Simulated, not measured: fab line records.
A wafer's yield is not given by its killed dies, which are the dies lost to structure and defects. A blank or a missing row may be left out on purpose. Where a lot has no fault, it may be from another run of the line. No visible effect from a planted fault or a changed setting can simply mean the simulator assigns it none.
The same fault as seen by 2 desks + flow berkeley cmos170 + each desk holds nothing but its own numbers, with what lay behind them at the end

== TOOL OWNER'S DESK, pecvd-04 ==
The tool's own readings at UCB170_SPACER_CVD_00 (deposits SiO2 from TEOS/O2, target thk 376 nm, time 47 s): means of the sampled wafers that have a number, for each lot that ran on this tool. The brackets show how far a lot's mean lies from the usual mean; more than 4 standard deviations puts the lot out of limits, marked OUT.
Columns: A = heater power w at UCB170_SPACER_CVD_00, usual 280 W
| lot  | first seen here | A   |
|------|-----------------|-----|
| L647 | day 6 08:45     | 272 |
| L649 | day 6 22:26     | 289 |
| L650 | day 6 22:47     | 257 |
| L653 | day 7 09:31     | 236 |
| L655 | day 7 22:44     | 307 |
| L669 | day 10 19:29    | 291 |
This desk found nothing out of limits on any of the 6 lots.

== AT THE METROLOGY DESK ==
What the gauges read, lot by lot, whatever tool the lot ran on: means of the sampled wafers that have a number. The brackets show how far a lot's mean lies from the usual mean; more than 4 standard deviations puts the lot out of limits, marked OUT.
Columns: A = SPACER_TEOS_THK at UCB170_SPACER_THK_MEAS_01, usual 377 nm
| lot  | first seen here | A              |
|------|-----------------|----------------|
| L647 | day 6 08:47     | 380            |
| L652 | day 6 22:29     | 376            |
| L649 | day 6 22:29     | 378            |
| L650 | day 6 22:50     | 422 (+9.4) OUT |
| L651 | day 7 00:05     | 372            |
| L653 | day 7 09:35     | 429 (+11) OUT  |
| L655 | day 7 22:47     | 419 (+8.8) OUT |
| L657 | day 8 08:40     | 373            |
| L661 | day 8 23:43     | 374            |
| L662 | day 9 11:55     | 375            |
| L663 | day 9 12:28     | 376            |
| L665 | day 10 11:07    | 374            |
| L666 | day 10 11:23    | 377            |
| L668 | day 10 19:10    | 375            |
| L669 | day 10 19:32    | 376            |
Per this desk, out of limits: L650, L653, L655; the first was L650, day 6 22:50 (SPACER_TEOS_THK at UCB170_SPACER_THK_MEAS_01). Within limits: L647, L652, L649, L651, L657, L661, L662, L663, L665, L666, L668, L669.

== BROUGHT TOGETHER ==
L650, L653, L655 would have let the metrology desk raise an alarm at day 6 22:50.
The tool owner's desk saw nothing out of limits.
The tool owner's desk has L650, L653, L655 on record, within its limits.
The lots listed all ran UCB170_SPACER_CVD_00 on pecvd-04.

== WHAT THE SIMULATOR HAD INSERTED ==
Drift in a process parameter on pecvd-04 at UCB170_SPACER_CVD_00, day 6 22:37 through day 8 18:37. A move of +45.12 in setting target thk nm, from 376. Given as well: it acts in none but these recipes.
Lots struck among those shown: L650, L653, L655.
Per desk, hours elapsed from the start of the fault to the first reading out of limits: for the metrology desk, 0.
